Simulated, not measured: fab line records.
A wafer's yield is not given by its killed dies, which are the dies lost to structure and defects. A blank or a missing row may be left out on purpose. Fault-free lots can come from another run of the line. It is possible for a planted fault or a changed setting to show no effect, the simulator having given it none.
Split-lot trial / flow berkeleyCmos170 / 5 lots, 23 wafers read, on a route of 331 steps

## THE SPLIT
At UCB170_NSD_COAT_01 (resist thk 900 nm), the setting resistThkNm was moved away from the recipe's 900 nm on 4 of the 23 wafers read, by -3.0% to +2.5%. All remaining wafers had this setting at the recipe value.

The reading comes from the split's own step.

## THE READING
KrF_of_NSD_COAT_01.thkNm (the simulator's own value, which no gauge read), in nm, at UCB170_NSD_COAT_01 (resist thk 900 nm). The file gives no usual value for it. The 19 wafers here that ran the recipe average 899.5 nm, standard deviation 1.5 nm.

wafer=L076.1; tool, chamber at the split=lithoTrack-04, 0; resistThkNm as run, nm=900; against the recipe=recipe; KrF_of_NSD_COAT_01.thkNm, nm=900; against lot-mates on the recipe=-
wafer=L076.2; tool, chamber at the split=lithoTrack-04, 0; resistThkNm as run, nm=900; against the recipe=recipe; KrF_of_NSD_COAT_01.thkNm, nm=897.2; against lot-mates on the recipe=-
wafer=L076.4; tool, chamber at the split=lithoTrack-04, 0; resistThkNm as run, nm=900; against the recipe=recipe; KrF_of_NSD_COAT_01.thkNm, nm=901.6; against lot-mates on the recipe=-
wafer=L076.5; tool, chamber at the split=lithoTrack-04, 0; resistThkNm as run, nm=900; against the recipe=recipe; KrF_of_NSD_COAT_01.thkNm, nm=900.6; against lot-mates on the recipe=-
wafer=L076.6; tool, chamber at the split=lithoTrack-04, 0; resistThkNm as run, nm=900; against the recipe=recipe; KrF_of_NSD_COAT_01.thkNm, nm=902.3; against lot-mates on the recipe=-
wafer=L078.1; tool, chamber at the split=lithoTrack-03, 0; resistThkNm as run, nm=900; against the recipe=recipe; KrF_of_NSD_COAT_01.thkNm, nm=901.8; against lot-mates on the recipe=-
wafer=L078.3; tool, chamber at the split=lithoTrack-03, 0; resistThkNm as run, nm=872.8; against the recipe=-3.0%; KrF_of_NSD_COAT_01.thkNm, nm=873.3; against lot-mates on the recipe=-27.3
wafer=L078.4; tool, chamber at the split=lithoTrack-03, 0; resistThkNm as run, nm=900; against the recipe=recipe; KrF_of_NSD_COAT_01.thkNm, nm=898.5; against lot-mates on the recipe=-
wafer=L078.5; tool, chamber at the split=lithoTrack-03, 0; resistThkNm as run, nm=872.8; against the recipe=-3.0%; KrF_of_NSD_COAT_01.thkNm, nm=874.4; against lot-mates on the recipe=-26.2
wafer=L078.6; tool, chamber at the split=lithoTrack-03, 0; resistThkNm as run, nm=900; against the recipe=recipe; KrF_of_NSD_COAT_01.thkNm, nm=901.4; against lot-mates on the recipe=-
wafer=L084.1; tool, chamber at the split=lithoTrack-03, 0; resistThkNm as run, nm=900; against the recipe=recipe; KrF_of_NSD_COAT_01.thkNm, nm=900; against lot-mates on the recipe=-
wafer=L084.3; tool, chamber at the split=lithoTrack-03, 0; resistThkNm as run, nm=900; against the recipe=recipe; KrF_of_NSD_COAT_01.thkNm, nm=900.1; against lot-mates on the recipe=-
wafer=L084.6; tool, chamber at the split=lithoTrack-03, 0; resistThkNm as run, nm=900; against the recipe=recipe; KrF_of_NSD_COAT_01.thkNm, nm=898; against lot-mates on the recipe=-
wafer=L083.1; tool, chamber at the split=lithoTrack-01, 0; resistThkNm as run, nm=900; against the recipe=recipe; KrF_of_NSD_COAT_01.thkNm, nm=898.5; against lot-mates on the recipe=-
wafer=L083.2; tool, chamber at the split=lithoTrack-01, 0; resistThkNm as run, nm=900; against the recipe=recipe; KrF_of_NSD_COAT_01.thkNm, nm=898.6; against lot-mates on the recipe=-
wafer=L083.3; tool, chamber at the split=lithoTrack-01, 0; resistThkNm as run, nm=922.1; against the recipe=+2.5%; KrF_of_NSD_COAT_01.thkNm, nm=920.4; against lot-mates on the recipe=+21.5
wafer=L083.5; tool, chamber at the split=lithoTrack-01, 0; resistThkNm as run, nm=922.1; against the recipe=+2.5%; KrF_of_NSD_COAT_01.thkNm, nm=917.4; against lot-mates on the recipe=+18.5
wafer=L083.6; tool, chamber at the split=lithoTrack-01, 0; resistThkNm as run, nm=900; against the recipe=recipe; KrF_of_NSD_COAT_01.thkNm, nm=899.7; against lot-mates on the recipe=-
wafer=L082.1; tool, chamber at the split=lithoTrack-03, 0; resistThkNm as run, nm=900; against the recipe=recipe; KrF_of_NSD_COAT_01.thkNm, nm=896.8; against lot-mates on the recipe=-
wafer=L082.2; tool, chamber at the split=lithoTrack-03, 0; resistThkNm as run, nm=900; against the recipe=recipe; KrF_of_NSD_COAT_01.thkNm, nm=898.9; against lot-mates on the recipe=-
wafer=L082.3; tool, chamber at the split=lithoTrack-03, 0; resistThkNm as run, nm=900; against the recipe=recipe; KrF_of_NSD_COAT_01.thkNm, nm=899.5; against lot-mates on the recipe=-
wafer=L082.4; tool, chamber at the split=lithoTrack-03, 0; resistThkNm as run, nm=900; against the recipe=recipe; KrF_of_NSD_COAT_01.thkNm, nm=898; against lot-mates on the recipe=-
wafer=L082.5; tool, chamber at the split=lithoTrack-03, 0; resistThkNm as run, nm=900; against the recipe=recipe; KrF_of_NSD_COAT_01.thkNm, nm=898.7; against lot-mates on the recipe=-

THE FIT
A straight line over all 23 wafers: KrF_of_NSD_COAT_01.thkNm changes by +8.25 nm for each +1% of resistThkNm; r = +0.99; the points scatter about the line by 1.6 nm.
The same after taking each lot's own level away (the mean of its wafers on the recipe; 23 wafers): +8.55 nm for each +1%; r = +0.99; scatter 1.3 nm.
That fit puts the effect of the largest move of resistThkNm on the reading at 26 nm.
The span of the lots' own levels, 898.38 to 900.57 nm, comes to 1.4 times the standard deviation stated above.
Consequently the slope shifts little with the lot-to-lot level, the two slopes agreeing.
Check: for one of the wafers moved furthest among these (-3.0%), held out of the fit, the line's prediction against its lot-mates is -25.4 nm. Against them it came out at -27.3 nm.

## THESE WAFERS: OTHER SPLITS
These wafers also went through other splits before the reading. Each is held against what the fit with the lots' levels taken away leaves over:
other split on the same wafers=UCB170_PLDD_EXPOSE_03 doseMj; wafers away from the commonest value=7; r with KrF_of_NSD_COAT_01.thkNm (lot level and that fit taken away)=+0.28
other split on the same wafers=UCB170_NLDD_COAT_01 resistThkNm; wafers away from the commonest value=5; r with KrF_of_NSD_COAT_01.thkNm (lot level and that fit taken away)=-0.18
other split on the same wafers=UCB170_SPACER_CVD_00 timeS; wafers away from the commonest value=8; r with KrF_of_NSD_COAT_01.thkNm (lot level and that fit taken away)=+0.42

## THE WHOLE CHAIN: every reading that the file lists as answering this split, in the file's order
step=UCB170_NSD_COAT_01; what it does=resist thk 900 nm; reading=KrF_of_NSD_COAT_01.thkNm (the simulator's own value, which no gauge read); change (the file's fit)=+8.56 nm for each +1% of the setting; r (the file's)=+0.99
step=UCB170_NSD_STRIP_09; what it does=strips in O2; reading=stripTimeToEndpointS; change (the file's fit)=withheld for each +1% of the setting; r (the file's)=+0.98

## FILE'S OWN FIT
KrF_of_NSD_COAT_01.thkNm changes by +8.56 nm for each +1% of resistThkNm, r = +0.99.
